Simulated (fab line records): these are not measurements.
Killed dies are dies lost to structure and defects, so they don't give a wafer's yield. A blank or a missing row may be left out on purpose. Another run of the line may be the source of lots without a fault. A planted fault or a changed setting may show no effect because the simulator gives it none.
One fault seen from 2 desks || flow rit cmos || each desk has only its own numbers; what lay behind them comes last

== AT THE TOOL OWNER'S DESK: pecvd-02 ==
The tool's own readings at RIT_CONTACT_CVD_00 (deposits SiO2 from TEOS, target thk 400 nm, time 61 s): means of the sampled wafers that have a number, for each lot that ran on this tool. A lot is out of limits, marked OUT, if its mean lies more than 4 standard deviations from the usual mean; the brackets give that distance.
Columns: A = heater power w at RIT_CONTACT_CVD_00, usual 306 W; B = rf fwd power W at RIT_CONTACT_CVD_00, usual 396.2 W
{"lot": "L276", "first seen here": "day 3 18:46", "A": 350, "B": 399.4}
{"lot": "L278", "first seen here": "day 4 12:07", "A": 320, "B": 397.3}
{"lot": "L282", "first seen here": "day 5 01:37", "A": 328, "B": 398.4}
{"lot": "L285", "first seen here": "day 5 15:09", "A": 320, "B": 398.1}
{"lot": "L288", "first seen here": "day 6 05:19", "A": 310, "B": 396.2}
{"lot": "L291", "first seen here": "day 6 18:10", "A": 333, "B": "343.0 (-30) OUT"}
{"lot": "L294", "first seen here": "day 7 11:53", "A": 340, "B": "343.5 (-29) OUT"}
This desk's verdict: out of limits on L291, L294, starting with L291 at day 6 18:10 (rf fwd power W at RIT_CONTACT_CVD_00). In limits: L276, L278, L282, L285, L288.

== THE METROLOGY DESK ==
What the gauges read for every lot (on any tool): the sampled wafers with a number, averaged. A lot is out of limits, marked OUT, if its mean lies more than 4 standard deviations from the usual mean; the brackets give that distance.
Columns: A = CONTACT_TEOS_THK at RIT_CONTACT_THK_MEAS_01, usual 400 nm
{"lot": "L275", "first seen here": "day 3 12:10", "A": 400}
{"lot": "L276", "first seen here": "day 3 18:49", "A": 405}
{"lot": "L279", "first seen here": "day 4 10:42", "A": 406}
{"lot": "L278", "first seen here": "day 4 12:11", "A": 401}
{"lot": "L280", "first seen here": "day 4 13:56", "A": 399}
{"lot": "L282", "first seen here": "day 5 01:41", "A": 401}
{"lot": "L285", "first seen here": "day 5 15:12", "A": 399}
{"lot": "L287", "first seen here": "day 5 21:53", "A": 399}
{"lot": "L288", "first seen here": "day 6 05:24", "A": 405}
{"lot": "L290", "first seen here": "day 6 12:31", "A": 403}
{"lot": "L291", "first seen here": "day 6 18:14", "A": 381}
{"lot": "L292", "first seen here": "day 7 03:17", "A": 394}
{"lot": "L293", "first seen here": "day 7 06:24", "A": 396}
{"lot": "L294", "first seen here": "day 7 11:56", "A": "378 (-4.1) OUT"}
Per this desk, out of limits: L294; the first was L294, day 7 11:56 (CONTACT_TEOS_THK at RIT_CONTACT_THK_MEAS_01). In limits: L275, L276, L279, L278, L280, L282, L285, L287, L288, L290, L291, L292, L293.

== TAKEN TOGETHER ==
At day 6 18:10, on L291, L294, the tool owner's desk was in a position to raise an alarm.
On L294, the metrology desk was in a position to raise an alarm at day 7 11:56.
The metrology desk has L291 on record, within its limits.
The lots listed all ran RIT_CONTACT_CVD_00 on pecvd-02.

== WHAT THE SIMULATOR HAD PUT IN ==
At RIT_CONTACT_CVD_00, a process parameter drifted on pecvd-02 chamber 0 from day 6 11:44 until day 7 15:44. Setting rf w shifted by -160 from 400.
Lots struck among those shown: L291, L294.
Time in hours from fault onset to the first out-of-limits reading at each desk: tool owner's desk 6, metrology desk 24.
